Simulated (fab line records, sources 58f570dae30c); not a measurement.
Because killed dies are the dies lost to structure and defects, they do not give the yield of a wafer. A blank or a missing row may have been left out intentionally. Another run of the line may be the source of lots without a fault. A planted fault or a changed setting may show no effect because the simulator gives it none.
What tool caused it?    flow berkeleyCmos170    15 lots, 45 wafers sampled, at 6 steps of a route of 331

WHAT THE GAUGES READ, wafer by wafer
UCB170_CONTACT_THK_MEAS_02.
lot   measured      on            CONTACT_PSG_THK (nm)
L150  day 6 04:42   filmMetro-01  695 697 696
L151  day 6 19:13   filmMetro-04  696 692 693
L153  day 7 07:55   filmMetro-03  703 698 708
L155  day 7 08:32   filmMetro-01  690 693 693
L156  day 7 08:32   filmMetro-03  709 703 703
L157  day 7 20:28   filmMetro-03  704 691 698
L159  day 8 18:14   filmMetro-01  691 695 688
L160  day 9 01:08   filmMetro-03  688 688 687
L164  day 9 19:49   filmMetro-03  699 700 701
L167  day 10 08:10  filmMetro-03  699 701 697
L168  day 10 18:55  filmMetro-03  700 703 695
L169  day 11 06:02  filmMetro-01  690 694 693
L170  day 11 06:02  filmMetro-04  693 693 697
L171  day 11 10:56  filmMetro-04  692 695 693
L173  day 11 14:06  filmMetro-04  690 690 688

UCB170_V1_THK_MEAS_04.
lot   measured      on            V1_POLISHED_THK (nm)
L150  day 6 13:07   filmMetro-02  998.7 997.3 997.7
L151  day 7 06:49   filmMetro-02  999.6 999.0 999.8
L153  day 7 22:34   filmMetro-01  998.5 998.9 1001.5
L155  day 7 22:32   filmMetro-04  998.3 996.7 997.2
L156  day 7 22:50   filmMetro-04  997.9 997.7 997.6
L157  day 8 06:23   filmMetro-02  1000.5 999.5 999.9
L159  day 9 03:15   filmMetro-04  1000.2 998.7 998.5
L160  day 9 10:55   filmMetro-04  1000.0 998.1 999.9
L164  day 10 08:40  filmMetro-04  998.3 1000.2 1000.6
L167  day 10 19:48  filmMetro-01  997.3 1000.2 1002.1
L168  day 11 02:41  filmMetro-04  1000.1 1000.6 1000.6
L169  day 11 15:50  filmMetro-01  999.7 997.7 998.0
L170  day 11 15:32  filmMetro-04  997.3 998.6 998.1
L171  day 11 21:59  filmMetro-01  999.9 999.9 1000.4
L173  day 11 21:23  filmMetro-04  999.3 998.3 1001.4

UCB170_M2_RS_MEAS_02: measurement is done with a four-point probe.
lot   measured      on            M2_AL_RS (ohm/sq)
L150  day 6 15:43   filmMetro-04  0.0326 0.0321 0.0328
L151  day 7 08:51   filmMetro-04  0.0320 0.0317 0.0325
L153  day 8 01:09   filmMetro-03  0.0325 0.0330 0.0326
L155  day 8 01:18   filmMetro-02  0.0246 0.0248 0.0246
L156  day 8 01:34   filmMetro-02  0.0248 0.0253 0.0250
L157  day 8 08:22   filmMetro-04  0.0324 0.0327 0.0324
L159  day 9 05:46   filmMetro-04  0.0327 0.0327 0.0334
L160  day 9 13:13   filmMetro-04  0.0250 0.0251 0.0249
L164  day 10 11:04  filmMetro-03  0.0329 0.0320 0.0326
L167  day 10 21:49  filmMetro-04  0.0325 0.0319 0.0327
L168  day 11 06:32  filmMetro-04  0.0324 0.0325 0.0326
L169  day 11 17:58  filmMetro-03  0.0319 0.0315 0.0322
L170  day 11 17:31  filmMetro-03  0.0331 0.0320 0.0327
L171  day 12 02:10  filmMetro-03  0.0324 0.0321 0.0320
L173  day 11 23:23  filmMetro-04  0.0324 0.0322 0.0323

UCB170_M2_THK_MEAS_03: measures by xrf.
lot   measured      on            M2_AL_THK (nm)
L150  day 6 15:50   filmMetro-04  885 890 879
L151  day 7 08:58   filmMetro-04  895 891 878
L153  day 8 01:14   filmMetro-03  879 865 880
L155  day 8 01:25   filmMetro-02  1167 1153 1162
L156  day 8 01:41   filmMetro-02  1156 1125 1137
L157  day 8 08:28   filmMetro-04  885 885 891
L159  day 9 05:52   filmMetro-04  878 873 854
L160  day 9 13:20   filmMetro-04  1143 1130 1146
L164  day 10 11:11  filmMetro-03  871 897 885
L167  day 10 21:55  filmMetro-04  882 900 869
L168  day 11 06:39  filmMetro-04  890 887 882
L169  day 11 18:05  filmMetro-03  899 907 895
L170  day 11 17:38  filmMetro-03  864 894 874
L171  day 12 02:17  filmMetro-03  885 896 894
L173  day 11 23:31  filmMetro-04  887 894 887

WHICH TOOL RAN EACH LOT (tool, then ch and the chambers of the sampled wafers, then the start)
lot   UCB170_CONTACT_STRIP_19              UCB170_M2_SPUTTER_01
L150  plasmaAsher-02 ch 0,1, day 6 08:09   pvdSputter-01, day 6 15:38
L151  plasmaAsher-04 ch 0,1, day 6 21:38   pvdSputter-01, day 7 08:45
L153  plasmaAsher-04 ch 0,1, day 7 10:25   pvdSputter-04, day 8 01:01
L155  plasmaAsher-03 ch 0,1, day 7 10:53   pvdSputter-01, day 8 01:13
L156  plasmaAsher-04 ch 0,1, day 7 10:59   pvdSputter-01, day 8 01:29
L157  plasmaAsher-03 ch 0,1, day 7 22:31   pvdSputter-02, day 8 08:14
L159  plasmaAsher-04 ch 0,1, day 8 21:13   pvdSputter-04, day 9 05:38
L160  plasmaAsher-02 ch 0,1, day 9 03:55   pvdSputter-01, day 9 13:08
L164  plasmaAsher-04 ch 0,1, day 9 22:13   pvdSputter-04, day 10 10:59
L167  plasmaAsher-04 ch 0,1, day 10 10:28  pvdSputter-04, day 10 21:42
L168  plasmaAsher-04 ch 0,1, day 10 21:06  pvdSputter-02, day 11 06:26
L169  plasmaAsher-04 ch 0,1, day 11 09:05  pvdSputter-01, day 11 17:52
L170  plasmaAsher-03 ch 0,1, day 11 08:26  pvdSputter-04, day 11 17:25
L171  plasmaAsher-03 ch 0,1, day 11 13:25  pvdSputter-01, day 12 02:05
L173  plasmaAsher-04 ch 0,1, day 11 16:17  pvdSputter-01, day 11 23:18
- UCB170_CONTACT_STRIP_19: strips in O2.
- UCB170_M2_SPUTTER_01: material Al, target thk 900 nm, time 120 s.

WHAT THE TOOLS THEMSELVES READ (means of the sampled wafers that have a number; where no wafer has one, the mark that the record gives instead)
UCB170_CONTACT_STRIP_19.
lot   tool            drypumpMotorCurrentA (A)  oesProductAu (a.u.)
L150  plasmaAsher-02  5.53                      0.729
L151  plasmaAsher-04  5.50                      0.727
L153  plasmaAsher-04  5.49                      0.725
L155  plasmaAsher-03  5.62                      0.726
L156  plasmaAsher-04  5.49                      0.722
L157  plasmaAsher-03  5.52                      0.726
L159  plasmaAsher-04  5.48                      0.723
L160  plasmaAsher-02  5.53                      0.726
L164  plasmaAsher-04  5.76                      0.725
L167  plasmaAsher-04  5.48                      0.728
L168  plasmaAsher-04  5.51                      0.724
L169  plasmaAsher-04  5.50                      0.724
L170  plasmaAsher-03  5.51                      0.728
L171  plasmaAsher-03  5.53                      0.724
L173  plasmaAsher-04  5.78                      0.728

UCB170_M2_SPUTTER_01.
lot   tool           cathodeDcPowerW (W)  throttleValvePct (%)
L150  pvdSputter-01  5999.8               29.8
L151  pvdSputter-01  6000.0               29.7
L153  pvdSputter-04  6000.0               29.9
L155  pvdSputter-01  5999.6               29.7
L156  pvdSputter-01  6000.5               29.4
L157  pvdSputter-02  5999.6               29.8
L159  pvdSputter-04  6000.4               29.5
L160  pvdSputter-01  6000.4               30.1
L164  pvdSputter-04  5998.9               30.0
L167  pvdSputter-04  5999.1               29.9
L168  pvdSputter-02  5999.8               29.8
L169  pvdSputter-01  5998.8               29.7
L170  pvdSputter-04  5999.9               29.4
L171  pvdSputter-01  6000.6               29.2
L173  pvdSputter-01  6000.8               29.9

THE ANSWER, worked out from the rows above alone
Rule: the lots themselves supply what counts as usual. The widest of any qualifying gaps counts: lots, ordered by their means at a reading, are off when they make up no more than a third of the lots, leave a main group of 4 or more, and stand apart from it by 3 or more times the standard deviation of that group's means. A main group whose means are all the same, to the digits that the tables above print for the reading, isn't used. Also off: a lot with no number at a reading for which 4 or more lots have one. Where the step has rows for the other lots, those lots are counted as sound. The gauges are gone through in route order, then the tools' own readings, and for those a lot's mean is taken as printed above. The first step at which some lot is off is used, and at that step the reading that is off furthest; a lot without a number counts as furthest.
Off: L155, L156, L160, at UCB170_M2_RS_MEAS_02 (M2_AL_RS). For the main group the mean is 0.0324 ohm/sq and the standard deviation 0.00028.
A tool fits if, at a process step before that reading, it ran every lot that is off, and no sound lot after the first of them. Those tools and the gauges at UCB170_M2_RS_MEAS_02 are tried in the same way. None of those tried fits.

WHAT HAD BEEN PUT IN BY THE SIMULATOR
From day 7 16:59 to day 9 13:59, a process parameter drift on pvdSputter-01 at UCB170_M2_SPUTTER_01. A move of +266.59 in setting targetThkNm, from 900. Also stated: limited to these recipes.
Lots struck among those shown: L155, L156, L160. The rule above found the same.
